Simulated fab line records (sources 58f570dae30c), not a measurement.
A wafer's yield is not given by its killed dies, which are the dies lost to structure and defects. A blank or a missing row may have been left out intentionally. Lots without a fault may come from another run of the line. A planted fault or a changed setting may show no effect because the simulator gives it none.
A struck lot beside a sound one / flow berkeley_cmos170 / 27 steps out of a route of 331
Sound: wafers L821.3, L821.4, L821.6. The struck wafers were L830.1, L830.3, L830.5. Last of all comes the cause.
At each step with rows: each side's tool, then ch and its chambers, then its first start. Under that, the readings that differ: sound wafers / struck wafers / difference of the means / sigmas: that difference in standard deviations of wafers without a fault.
alike: readings whose means differ by less than 2 such deviations, and words and numbers that are the same on both sides. not compared: withheld readings, readings that some wafer has no value for, bounds like >300 that may hide the same value, and numbers for which the record gives no deviation and whose values overlap.
A row with sigmas, a row that says differs or no value, or rows on one side alone: a step with any of these is where the two part. Numbers that have no deviation but don't overlap get no sigmas and don't part them. A reading missing from all wafers of one side parts the sides only when that side holds two or more wafers.

UCB170_SPACER_THK_MEAS_01:
  sound on film_metro-01 at day 7 09:00; struck on film_metro-04 at day 8 15:10
  alike: SPACER_TEOS_THK
then, 1 step without rows for these wafers: UCB170_SPACER_ANNEAL_02 (time 1800 s).
UCB170_SPACER_ETCHBACK_03: etches SiO2 in CHF3/CF4/Ar, stops on Si, target depth 376 nm, time 100 s.
  sound on rie_diel-03 ch 2,3, day 7 13:40; struck on rie_diel-03 ch 2,3, day 8 20:54
  alike: drypump_motor_current_A, mfc_ar_sccm, oes_product_au, throttle_valve_pct
  not compared: rf_hours_counter_h
then, 6 steps without rows for these wafers: UCB170_PSD_HMDS_00 (prime time 60 s); UCB170_PSD_COAT_01 (resist thk 900 nm); UCB170_PSD_SOFTBAKE_02 (time 60 s); UCB170_PSD_EXPOSE_03 (exposes mask PSELECT MOD, target cd 1200 nm); UCB170_PSD_PEB_04; UCB170_PSD_DEVELOP_05 (develop time 45 s).
UCB170_PSD_CD_MEAS_06 targets a cd of 1200 nm.
  sound on cd_sem-02 at day 7 14:47; struck on cd_sem-02 at day 8 22:16
  alike: cd_nm
UCB170_PSD_OVL_MEAS_07:
  sound on overlay-02 at day 7 14:53; struck on overlay-01 at day 8 22:23
  alike: PSD_OVL
following that, these wafers have no rows for 1 step: UCB170_PSD_IMPLANT_08.
UCB170_PSD_STRIP_09: strips in O2.
  sound on plasma_asher-04 ch 0,1, day 7 15:05; struck on plasma_asher-04 ch 1, day 8 22:34
  no value came back on the struck wafers for chamber_pressure_mTorr (mTorr), drypump_motor_current_A (A), oes_product_au (a.u.), strip_time_to_endpoint_s (s); on the sound wafers chamber_pressure_mTorr (mTorr) reads 3493 3501 3503
reading=model.KrF_of_PSD_COAT_01.thk_nm (nm); sound=0 0 0; struck=882.2 885.7 884.9; difference=+884.3; sigmas=
  not compared: rf_hours_counter_h
UCB170_PSD_TW_MEAS_10:
  sound on film_metro-03 at day 7 15:10; struck on film_metro-01 at day 8 22:40
  alike: PSD_TW
then, 7 steps without rows for these wafers: UCB170_PSD_CLEAN_11 (cleans in SPM, time 600 s); UCB170_NSD_HMDS_00 (prime time 60 s); UCB170_NSD_COAT_01 (resist thk 900 nm); UCB170_NSD_SOFTBAKE_02 (time 60 s); UCB170_NSD_EXPOSE_03 (exposes mask NSELECT MOD, target cd 1200 nm); UCB170_NSD_PEB_04; UCB170_NSD_DEVELOP_05 (develop time 45 s).
UCB170_NSD_CD_MEAS_06 targets a cd of 1200 nm.
  sound on cd_sem-02 at day 7 19:36; struck on cd_sem-01 at day 9 01:10
  alike: cd_nm
UCB170_NSD_OVL_MEAS_07:
  sound on overlay-02 at day 7 19:41; struck on overlay-01 at day 9 01:17
  alike: NSD_OVL
following that, these wafers have no rows for 1 step: UCB170_NSD_IMPLANT_08.
UCB170_NSD_STRIP_09: strips in O2.
  sound on plasma_asher-02 ch 0,1, day 7 19:54; struck on plasma_asher-02 ch 0,1, day 9 01:28
reading=oes_product_au (a.u.); sound=0.533 0.533 0.540; struck=0.624 0.618 0.628; difference=+0.088; sigmas=+20
reading=strip_time_to_endpoint_s (s); sound=35.90 35.97 35.94; struck=62.08 62.23 62.03; difference=+26.18; sigmas=+99 or more
  alike: chamber_pressure_mTorr, drypump_motor_current_A
  not compared: rf_hours_counter_h
UCB170_NSD_TW_MEAS_10:
  sound on film_metro-01 at day 7 19:59; struck on film_metro-01 at day 9 01:34
reading=NSD_TW; sound=4232 4258 4225; struck=30 30 30; difference=-4208; sigmas=-99 or more
then, 1 step without rows for these wafers: UCB170_NSD_CLEAN_11 (cleans in SPM, time 600 s).

## WHERE THEY PART
Last at UCB170_NSD_TW_MEAS_10 as far as this record goes, first at UCB170_PSD_STRIP_09.

WHY: whatever the simulator had introduced
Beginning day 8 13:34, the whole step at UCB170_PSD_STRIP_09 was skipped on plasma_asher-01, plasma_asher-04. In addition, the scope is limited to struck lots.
